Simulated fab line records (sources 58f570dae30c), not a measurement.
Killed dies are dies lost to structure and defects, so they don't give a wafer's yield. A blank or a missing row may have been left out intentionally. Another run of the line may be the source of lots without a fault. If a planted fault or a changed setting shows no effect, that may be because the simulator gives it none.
Split-lot study / flow berkeley_cmos170 / route with 331 steps; 5 lots, 23 wafers read

SPLIT DETAILS
At UCB170_WELLDRIVE_OXIDATION_01 (target thk 199 nm, ox time 9000 s), the setting ox_time_s was moved away from the recipe's 9000 s on 20 of the 23 wafers read, by -11.6% to +13.7%. This setting was run at the recipe's value on the other wafers.

Between the split and the reading, the file records no step.

THE READING
WELLDRIVE_OXIDE_THK in nanometres, read at UCB170_WELLDRIVE_THK_MEAS_02. A value of 199.4 nm with a standard deviation of 2.3 nm is what fault-free wafers of this fab line usually give.

wafer=L076.1; tool, chamber at the split=-, -; ox_time_s as run, s=10230; against the recipe=+13.7%; WELLDRIVE_OXIDE_THK, nm=216.1; against lot-mates on the recipe=no lot-mate on the recipe
wafer=L076.2; tool, chamber at the split=-, -; ox_time_s as run, s=10230; against the recipe=+13.7%; WELLDRIVE_OXIDE_THK, nm=216.1; against lot-mates on the recipe=no lot-mate on the recipe
wafer=L076.3; tool, chamber at the split=-, -; ox_time_s as run, s=10230; against the recipe=+13.7%; WELLDRIVE_OXIDE_THK, nm=218.2; against lot-mates on the recipe=no lot-mate on the recipe
wafer=L076.4; tool, chamber at the split=-, -; ox_time_s as run, s=10230; against the recipe=+13.7%; WELLDRIVE_OXIDE_THK, nm=217.8; against lot-mates on the recipe=no lot-mate on the recipe
wafer=L076.5; tool, chamber at the split=-, -; ox_time_s as run, s=10230; against the recipe=+13.7%; WELLDRIVE_OXIDE_THK, nm=217.8; against lot-mates on the recipe=no lot-mate on the recipe
wafer=L080.2; tool, chamber at the split=furnace-04, 0; ox_time_s as run, s=9000; against the recipe=recipe; WELLDRIVE_OXIDE_THK, nm=200.9; against lot-mates on the recipe=-
wafer=L080.3; tool, chamber at the split=furnace-04, 0; ox_time_s as run, s=9000; against the recipe=recipe; WELLDRIVE_OXIDE_THK, nm=199.0; against lot-mates on the recipe=-
wafer=L080.6; tool, chamber at the split=furnace-04, 0; ox_time_s as run, s=9000; against the recipe=recipe; WELLDRIVE_OXIDE_THK, nm=198.0; against lot-mates on the recipe=-
wafer=L081.1; tool, chamber at the split=-, -; ox_time_s as run, s=9620; against the recipe=+6.9%; WELLDRIVE_OXIDE_THK, nm=206.5; against lot-mates on the recipe=no lot-mate on the recipe
wafer=L081.3; tool, chamber at the split=-, -; ox_time_s as run, s=9620; against the recipe=+6.9%; WELLDRIVE_OXIDE_THK, nm=205.0; against lot-mates on the recipe=no lot-mate on the recipe
wafer=L081.4; tool, chamber at the split=-, -; ox_time_s as run, s=9620; against the recipe=+6.9%; WELLDRIVE_OXIDE_THK, nm=206.6; against lot-mates on the recipe=no lot-mate on the recipe
wafer=L081.5; tool, chamber at the split=-, -; ox_time_s as run, s=9620; against the recipe=+6.9%; WELLDRIVE_OXIDE_THK, nm=205.5; against lot-mates on the recipe=no lot-mate on the recipe
wafer=L081.6; tool, chamber at the split=-, -; ox_time_s as run, s=9620; against the recipe=+6.9%; WELLDRIVE_OXIDE_THK, nm=208.8; against lot-mates on the recipe=no lot-mate on the recipe
wafer=L084.1; tool, chamber at the split=-, -; ox_time_s as run, s=7954; against the recipe=-11.6%; WELLDRIVE_OXIDE_THK, nm=187.4; against lot-mates on the recipe=no lot-mate on the recipe
wafer=L084.2; tool, chamber at the split=-, -; ox_time_s as run, s=7954; against the recipe=-11.6%; WELLDRIVE_OXIDE_THK, nm=187.6; against lot-mates on the recipe=no lot-mate on the recipe
wafer=L084.3; tool, chamber at the split=-, -; ox_time_s as run, s=7954; against the recipe=-11.6%; WELLDRIVE_OXIDE_THK, nm=186.6; against lot-mates on the recipe=no lot-mate on the recipe
wafer=L084.4; tool, chamber at the split=-, -; ox_time_s as run, s=7954; against the recipe=-11.6%; WELLDRIVE_OXIDE_THK, nm=186.2; against lot-mates on the recipe=no lot-mate on the recipe
wafer=L084.6; tool, chamber at the split=-, -; ox_time_s as run, s=7954; against the recipe=-11.6%; WELLDRIVE_OXIDE_THK, nm=183.3; against lot-mates on the recipe=no lot-mate on the recipe
wafer=L085.1; tool, chamber at the split=-, -; ox_time_s as run, s=9928; against the recipe=+10.3%; WELLDRIVE_OXIDE_THK, nm=213.7; against lot-mates on the recipe=no lot-mate on the recipe
wafer=L085.2; tool, chamber at the split=-, -; ox_time_s as run, s=9928; against the recipe=+10.3%; WELLDRIVE_OXIDE_THK, nm=210.3; against lot-mates on the recipe=no lot-mate on the recipe
wafer=L085.3; tool, chamber at the split=-, -; ox_time_s as run, s=9928; against the recipe=+10.3%; WELLDRIVE_OXIDE_THK, nm=215.0; against lot-mates on the recipe=no lot-mate on the recipe
wafer=L085.4; tool, chamber at the split=-, -; ox_time_s as run, s=9928; against the recipe=+10.3%; WELLDRIVE_OXIDE_THK, nm=213.1; against lot-mates on the recipe=no lot-mate on the recipe
wafer=L085.6; tool, chamber at the split=-, -; ox_time_s as run, s=9928; against the recipe=+10.3%; WELLDRIVE_OXIDE_THK, nm=209.5; against lot-mates on the recipe=no lot-mate on the recipe

FIT RESULTS
A straight line over all 23 wafers: WELLDRIVE_OXIDE_THK changes by +1.2 nm for each +1% of ox_time_s; r = +0.99; the points scatter about the line by 1.8 nm.
Too few moved wafers have a lot-mate on the recipe to fit a line with each lot's own level taken away.

THE WHOLE CHAIN: every reading that the file lists as answering this split, in the file's order
step=UCB170_WELLDRIVE_OXIDATION_01; what it does=target thk 199 nm, ox time 9000 s; reading=SiO2_of_WELLDRIVE_OXIDATION_01.thk_nm (the simulator's own value, which no gauge read); change (the file's fit)=+1.2 nm for each +1% of the setting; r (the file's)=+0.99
step=UCB170_WELLDRIVE_THK_MEAS_02; what it does=; reading=WELLDRIVE_OXIDE_THK; change (the file's fit)=+1.2 for each +1% of the setting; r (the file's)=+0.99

FILE'S OWN FIT
WELLDRIVE_OXIDE_THK changes by +1.2 nm for each +1% of ox_time_s, r = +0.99.
